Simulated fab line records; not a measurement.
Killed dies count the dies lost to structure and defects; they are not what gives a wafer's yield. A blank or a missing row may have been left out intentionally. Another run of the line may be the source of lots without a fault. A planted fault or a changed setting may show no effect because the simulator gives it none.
fab line records	flow rit_cmos
record: lots: 15	wafers: 45	last_day: 7
route steps=202 shown FOX2@23
lots that met no fault: from a run of the same line without faults
start_h: hours from the record's opening day to when the first of the lot's shown wafers began	wait_h: hours since the lot's step before	" as in the row above	L1.1+2: a single row standing in for several wafers	- value missing, or start not given	* or withheld: withheld	< > ~ a bound
route shown NAME@n: NAME is a module with steps in the file, n the number in the route of the first one	usual: mean and standard deviation over wafers with no fault	same: alike in all rows	chamber/n: place in a boat	sites: readings site by site	_std_site: standard deviation across them	_edge_site: inner sites' mean taken away from outer sites' mean	radius_mm: for every site, how far away it sits from the centre of the wafer	mask NAME#n: copy n	behind: the last tool/chamber to shape the wafer	hold: why the lot went on hold/how many hours it stayed there/how the hold came to an end	device: whichever transistor did not switch (one of n, p or np)	end of line: the tests these same wafers got at the end of their route	a step given without rows: its recipe and nothing more	killed: dies lost to structure and defects at the first sort, not the wafer's yield	map: the dies of a wafer, with x for killed, . for not killed, _ for no die there
set.NAME: the setting as run; set.NAME@STEP: as run at that earlier step	model.NAME: the simulator's own value behind a step, which no gauge read
route steps across a sampled set of lots; one table per step, one row per wafer
services: from which hour (start_h, from the record's first day; less than 0 if before it) a tool's chamber was out of use, for how many hours, and why
== steps ==
step: RIT_FOX2_OXIDATION_00
recipe: temp_c: 1100	ambient: H2O	target_thk_a: 3507	p_h2o_torr: 720	ox_time_s: 1130
usual: spike_tc_centre_C: 1101.8/1	spike_tc_load_C: 1129.7/2.1	spike_tc_source_C: 1126.8/2.3	tube_center_temp_C: 1100/0.1	tube_center_temp_C_max: 1102.8/0.47	zone_power_centre_pct: 51.2/3
lot.wafer	tool	chamber	start_h	wait_h	spike_tc_centre_C	spike_tc_load_C	spike_tc_source_C	tube_center_temp_C	tube_center_temp_C_max	zone_power_centre_pct
L276.3	furnace-03	0	19.71	0.0	1100.6	1133.0	1129.1	1100	1102.9	54.8
L276.4	"	0	"	"	1101.4	1129.4	1128.0	1100	1102.0	54.2
L276.6	"	0	"	"	1102.0	1128.1	1129.0	1100	1102.4	54.8
L277.2	furnace-04	0	27.30	1.8	1101.4	1125.5	1125.0	1100.1	1102.6	48.4
L277.4	"	0	"	"	1099.9	1127.0	1123.8	1100.2	1103.4	48.3
L277.6	"	0	"	"	1100.7	1128.0	1121.9	1100.1	1103.2	47.4
L278.1	furnace-03	0	30.80	0.4	1101.7	1132.2	1129.0	1100	1102.5	55.2
L278.3	"	0	"	"	1102.2	1130.7	1127.5	1100	1103.3	53.9
L278.6	"	0	"	"	1102.5	1133.0	1129.1	1100	1102.6	53.9
L280.1	furnace-03	0	38.28	0.7	1099.9	1131.2	1129.2	1100.1	1103.1	55.0
L280.5	"	0	"	"	1100.8	1131.5	1127.4	1099.9	1102.7	55.1
L280.6	"	0	"	"	1101.7	1132.4	1129.0	1100	1101.9	54.9
L281.1	furnace-04	0	44.44	0.9	1101.2	1125.1	1124.2	1100	1103.4	48.3
L281.2	"	0	"	"	1102.3	1128.6	1124.0	1100.1	1102.4	48.2
L281.4	"	0	"	"	1102.4	1128.8	1124.4	1100	1103.2	48.5
L282.2	furnace-01	0	47.25	0.0	1101.3	1130.7	1127.1	1099.9	1103.6	49.1
L282.4	"	0	"	"	1103.9	1131.2	1128.5	1100	1102.8	49.9
L282.6	"	0	"	"	1103.5	1129.3	1129.5	1100	1103.4	48.4
L284.3	furnace-03	0	61.80	1.0	1102.0	1131.2	1128.3	1099.9	1102.2	54.8
L284.4	"	0	"	"	1100.8	1133.4	1128.4	1100	1103.4	54.4
L284.5	"	0	"	"	1102.1	1130.8	1129.4	1099.8	1102.6	54.3
L285.3	furnace-03	0	71.27	1.8	1115.3	1145.7	1143.6	1115.1	1118.2	55.0
L285.4	"	0	"	"	1116.2	1145.9	1145.3	1115	1117.4	56.1
L285.6	"	0	"	"	1118.1	1146.6	1143.4	1114.8	1118.0	55.5
L286.1	furnace-03	0	71.27	1.8	1117.1	1145.9	1144.7	1114.9	1117.3	56.8
L286.3	"	0	"	"	1118.3	1144.6	1142.3	1114.9	1117.6	55.9
L286.6	"	0	"	"	1117.5	1147.8	1143.8	1115	1117.4	56.6
L288.2	furnace-01	0	79.31	0.2	1101.5	1130.6	1127.9	1100	1103.3	49.3
L288.3	"	0	"	"	1101.9	1131.3	1129.0	1100	1102.5	50.0
L288.4	"	0	"	"	1101.8	1131.6	1126.8	1100.2	1102.7	49.5
L289.2	furnace-03	0	83.20	0.0	1117.3	1147.1	1144.2	1114.8	1118.9	54.7
L289.5	"	0	"	"	1115.4	1147.7	1144.0	1115.1	1117.4	55.5
L289.6	"	0	"	"	1116.0	1144.7	1144.5	1115	1117.3	55.4
L292.2	furnace-04	0	97.67	0.1	1101.7	1125.0	1124.4	1100	1102.8	48.0
L292.4	"	0	"	"	1102.9	1127.2	1122.0	1100.1	1103.0	48.8
L292.6	"	0	"	"	1101.5	1127.1	1123.6	1099.7	1102.1	47.3
L293.3	furnace-01	0	106.09	0.8	1101.8	1131.2	1129.0	1099.9	1104.1	49.0
L293.4	"	0	"	"	1101.3	1131.0	1127.8	1100.1	1103.1	49.5
L293.5	"	0	"	"	1100.4	1130.6	1127.9	1100	1102.1	49.7
L294.1	furnace-01	0	108.91	0.0	1101.0	1130.8	1127.5	1100	1102.0	48.6
L294.4	"	0	"	"	1102.4	1131.0	1127.6	1100.2	1102.8	48.7
L294.5	"	0	"	"	1101.8	1129.1	1126.0	1100	1102.2	48.9
L295.1	furnace-04	0	112.97	0.0	1100.1	1126.9	1124.3	1099.9	1102.0	48.1
L295.2	"	0	"	"	1101.0	1127.8	1123.4	1100.1	1102.7	47.6
L295.3	"	0	"	"	1102.5	1126.6	1123.9	1100.1	1102.8	48.5
step: RIT_FOX2_THK_MEAS_01
recipe: reads: SiO2_of_FOX2_OXIDATION_00
usual: FOX2_OXIDE_THK: 347/5.9
lot.wafer	tool	chamber	start_h	wait_h	FOX2_OXIDE_THK[nm]
L276.3	film_metro-04	-	21.04	0.0	347
L276.4	"	-	"	"	349
L276.6	"	-	"	"	351
L277.2	film_metro-02	-	28.62	0.0	339
L277.4	"	-	"	"	348
L277.6	"	-	"	"	345
L278.1	film_metro-04	-	32.12	0.0	335
L278.3	"	-	"	"	336
L278.6	"	-	"	"	343
L280.1	film_metro-04	-	39.59	0.0	341
L280.5	"	-	"	"	344
L280.6	"	-	"	"	339
L281.1	film_metro-02	-	45.76	0.0	350
L281.2	"	-	"	"	352
L281.4	"	-	"	"	353
L282.2	film_metro-04	-	48.57	0.0	348
L282.4	"	-	"	"	350
L282.6	"	-	"	"	354
L284.3	film_metro-03	-	63.13	0.0	353
L284.4	"	-	"	"	348
L284.5	"	-	"	"	347
L286.1	film_metro-02	-	72.58	0.0	362
L286.3	"	-	"	"	369
L286.6	"	-	"	"	370
L285.3	film_metro-04	-	72.60	0.0	371
L285.4	"	-	"	"	371
L285.6	"	-	"	"	368
L288.2	film_metro-03	-	80.64	0.0	352
L288.3	"	-	"	"	348
L288.4	"	-	"	"	351
L289.2	film_metro-04	-	84.53	0.0	374
L289.5	"	-	"	"	376
L289.6	"	-	"	"	372
L292.2	film_metro-03	-	98.99	0.0	348
L292.4	"	-	"	"	348
L292.6	"	-	"	"	345
L293.3	film_metro-04	-	107.42	0.0	359
L293.4	"	-	"	"	356
L293.5	"	-	"	"	349
L294.1	film_metro-04	-	110.23	0.0	343
L294.4	"	-	"	"	341
L294.5	"	-	"	"	340
L295.1	film_metro-02	-	114.28	0.0	347
L295.2	"	-	"	"	349
L295.3	"	-	"	"	349
step: RIT_FOX2_THK_MEAS_90
recipe: reads: SiO2_of_FOX2_OXIDATION_00
usual: FIELD_OXIDE_LEFT_1_THK: 319/5.8
lot.wafer	tool	chamber	start_h	wait_h	FIELD_OXIDE_LEFT_1_THK[nm]
L276.3	film_metro-04	-	21.92	0.0	319
L276.4	"	-	"	"	321
L276.6	"	-	"	"	323
L277.2	film_metro-03	-	29.50	0.0	311
L277.4	"	-	"	"	321
L277.6	"	-	"	"	317
L278.1	film_metro-04	-	32.99	0.0	307
L278.3	"	-	"	"	308
L278.6	"	-	"	"	315
L280.1	film_metro-03	-	40.47	0.0	314
L280.5	"	-	"	"	317
L280.6	"	-	"	"	311
L281.1	film_metro-03	-	46.63	0.0	322
L281.2	"	-	"	"	324
L281.4	"	-	"	"	325
L282.2	film_metro-04	-	49.45	0.0	321
L282.4	"	-	"	"	323
L282.6	"	-	"	"	327
L284.3	film_metro-02	-	64.01	0.0	325
L284.4	"	-	"	"	320
L284.5	"	-	"	"	320
L286.1	film_metro-03	-	73.53	0.0	335
L286.3	"	-	"	"	341
L286.6	"	-	"	"	343
L285.3	film_metro-04	-	73.55	0.0	344
L285.4	"	-	"	"	344
L285.6	"	-	"	"	340
L288.2	film_metro-02	-	81.58	0.0	325
L288.3	"	-	"	"	321
L288.4	"	-	"	"	324
L289.2	film_metro-04	-	85.41	0.0	346
L289.5	"	-	"	"	349
L289.6	"	-	"	"	345
L292.2	film_metro-04	-	99.87	0.0	320
L292.4	"	-	"	"	321
L292.6	"	-	"	"	318
L293.3	film_metro-02	-	108.36	0.0	331
L293.4	"	-	"	"	328
L293.5	"	-	"	"	321
L294.1	film_metro-04	-	111.25	0.0	316
L294.4	"	-	"	"	314
L294.5	"	-	"	"	313
L295.1	film_metro-02	-	115.23	0.0	320
L295.2	"	-	"	"	321
L295.3	"	-	"	"	322
step: RIT_FOX2_THK_MEAS_91
recipe: reads: SiO2_of_FOX2_OXIDATION_00
usual: FIELD_OXIDE_LEFT_2_THK: 251/5.8
lot.wafer	tool	chamber	start_h	wait_h	FIELD_OXIDE_LEFT_2_THK[nm]
L276.3	film_metro-03	-	34.76	0.0	251
L276.4	"	-	"	"	253
L276.6	"	-	"	"	254
L277.2	film_metro-02	-	42.31	0.0	242
L277.4	"	-	"	"	252
L277.6	"	-	"	"	249
L278.1	film_metro-04	-	46.50	0.0	239
L278.3	"	-	"	"	241
L278.6	"	-	"	"	247
L280.1	film_metro-04	-	53.68	0.0	246
L280.5	"	-	"	"	249
L280.6	"	-	"	"	243
L281.1	film_metro-03	-	59.18	0.0	255
L281.2	"	-	"	"	257
L281.4	"	-	"	"	257
L282.2	film_metro-03	-	61.85	0.0	253
L282.4	"	-	"	"	254
L282.6	"	-	"	"	260
L284.3	film_metro-04	-	79.62	0.0	257
L284.4	"	-	"	"	253
L284.5	"	-	"	"	251
L286.1	film_metro-02	-	86.60	0.0	267
L286.3	"	-	"	"	274
L286.6	"	-	"	"	275
L285.3	film_metro-03	-	87.26	0.0	277
L285.4	"	-	"	"	277
L285.6	"	-	"	"	274
L288.2	film_metro-02	-	93.84	0.0	257
L288.3	"	-	"	"	253
L288.4	"	-	"	"	256
L289.2	film_metro-04	-	99.09	0.0	277
L289.5	"	-	"	"	280
L289.6	"	-	"	"	276
L292.2	film_metro-04	-	114.74	0.0	251
L292.4	"	-	"	"	252
L292.6	"	-	"	"	249
L293.3	film_metro-02	-	121.14	0.0	262
L293.4	"	-	"	"	258
L293.5	"	-	"	"	252
L294.1	film_metro-04	-	124.12	0.0	248
L294.4	"	-	"	"	245
L294.5	"	-	"	"	244
L295.1	film_metro-02	-	128.51	0.0	251
L295.2	"	-	"	"	253
L295.3	"	-	"	"	253
== services ==
tool	chamber	start_h	hours	kind
furnace-01	-	12.30	3.6	pm
furnace-03	-	21.02	3.6	pm
furnace-01	-	27.24	2.7	pm
== key ==
first_sign: step: RIT_FOX2_OXIDATION_00	reading: tube_center_temp_C	direction: up	sigmas: 99+	usual: *	struck: *
effect: step: RIT_FOX2_OXIDATION_00	reading: tube_center_temp_C_max	direction: up	sigmas: 32	usual: *	struck: *
effect: step: RIT_FOX2_THK_MEAS_01	reading: FOX2_OXIDE_THK	direction: up	sigmas: 4	usual: 347	struck: 370
effect: step: RIT_FOX2_THK_MEAS_90	reading: FIELD_OXIDE_LEFT_1_THK	direction: up	sigmas: 4.1	usual: 319	struck: 343
effect: step: RIT_FOX2_THK_MEAS_91	reading: FIELD_OXIDE_LEFT_2_THK	direction: up	sigmas: 4.2	usual: 251	struck: 275
met_at RIT_FOX2_OXIDATION_00
struck_lots L285,L286,L289
tester_left_out L285,L286,L289
onset_between 61.80 71.27
fault: kind: process_parameter_drift	tool: furnace-03	chamber: -	onset_h: 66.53	steps: RIT_FOX2_OXIDATION_00	channel: temp_c	offset: *	shape: step	end_h: 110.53	acts_in: *	stated: *
tester_left_out: of these lots the tester's yield and bins aren't shown, on N5 and GAA mostly nor the transistor test; their killed dies are dies lost to structure and defects alone, not to doping, threshold or leakage, so they don't give the yield
